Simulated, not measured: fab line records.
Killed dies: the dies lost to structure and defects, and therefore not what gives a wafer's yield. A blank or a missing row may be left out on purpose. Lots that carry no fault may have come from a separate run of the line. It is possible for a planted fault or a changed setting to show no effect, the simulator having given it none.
8D (eight disciplines) problem report, filled in by code	flow berkeley-cmos170	the parts of the form that need people (team, actions taken, sign-off) are left out

1. WHAT WENT WRONG
Mean of cd-nm at UCB170_M2_CD_MEAS_15: 678.8 nm across 6 wafers in 2 lots; on wafers with no fault it is 700.4 nm (standard deviation 1.4). That is -15 standard deviations from the usual mean.
The step: target cd 700 nm.
Earliest sighting: wafer L986.2 on cd-sem-01 at day 11 20:56. Wafers with a number at this step in the record: 42, from 14 lots. The rule behind "out" and "out of limits": a value lying over 4 standard deviations away from the usual mean. The other wafers with a number count as sound.

2. WHAT THIS IS AND IS NOT
question	is	is not
which readings at this step	cd-nm	-
which lots	L986, L992	L970, L972, L974, L975, L976, L977, L979, L981, L983, L984, L985, L993
which wafers of those lots	all that have a number	-
read on which gauges	cd-sem-01	cd-sem-02
when	from day 11 20:56	up to then (33 sound wafers); but 3 sound wafers of L993 came after

3. THE SUSPECTS, EACH WITH WHAT RULES IT OUT
Counting: any tool at a process step up to the reading is kept as a suspect provided that every lot that is out went through it and no sound lot did after the first of them.
- ruled out: the gauge at UCB170_M2_CD_MEAS_15. All the wafers that are out were read on cd-sem-01, but those of them that UCB170_M2_PEB_13 has rows for are out there too, on other tools.
- litho-track-04 at UCB170_M2_PEB_13: kept. It ran every lot that is out, first L986 (day 11 20:40), and no sound lot after that; its last sound lot up to then is L984 (day 10 15:57). Out on those wafers are its own readings of heater-power-total-W, plate-temp-C.
The count leaves litho-track-04 at UCB170_M2_PEB_13.

4. THE CAUSE (what the simulator had put in)
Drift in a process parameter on litho-track-04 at UCB170_M2_PEB_13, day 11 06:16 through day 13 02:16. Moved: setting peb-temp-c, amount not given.
Only this tool survived the counting.

5. THE EFFECT CHAIN, in route order
Rows list readings where the struck wafers' mean (over those with a number) sits beyond 3 standard deviations from the usual. Readings are gone through only where the record gives a usual standard deviation; hours: the median, over the lots, of the time from a lot's start at the first step in this table giving one to that lot's start at this step; sigmas: the change measured in usual standard deviations.
hours	step	reading	usual	on struck wafers	change	sigmas
0	UCB170_M2_PEB_13	heater-power-total-W	56.80 W	59.00	+2.20	+50
0	UCB170_M2_PEB_13	plate-temp-C	129.97 C	133.84	+3.87	+28
0	UCB170_M2_CD_MEAS_15	cd-nm	700.4 nm	678.8	-21.6	-15
The process steps in it:
- UCB170_M2_PEB_13
Later measuring or inspecting steps at which every struck wafer that the step has a row for has a number for every such reading, and none has moved that far: UCB170_M2_OVL_MEAS_16, UCB170_V2_THK_MEAS_01.

6. HOW IT WOULD HAVE BEEN CAUGHT EARLIER
Counted from the fault's start at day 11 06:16, it took 15 hours until the first out-of-limits reading at a measuring or inspecting step in this record, taken at day 11 20:56.
At UCB170_M2_PEB_13, the tool's own readings (heater-power-total-W, plate-temp-C) were out on each struck wafer the step has a row for, so an alarm limit on them would have fired on the first such wafer.
Among the 2 lots that are out, L992 began UCB170_M2_PEB_13 on litho-track-04 after day 11 20:56. A hold on the tool at that time would have spared it.
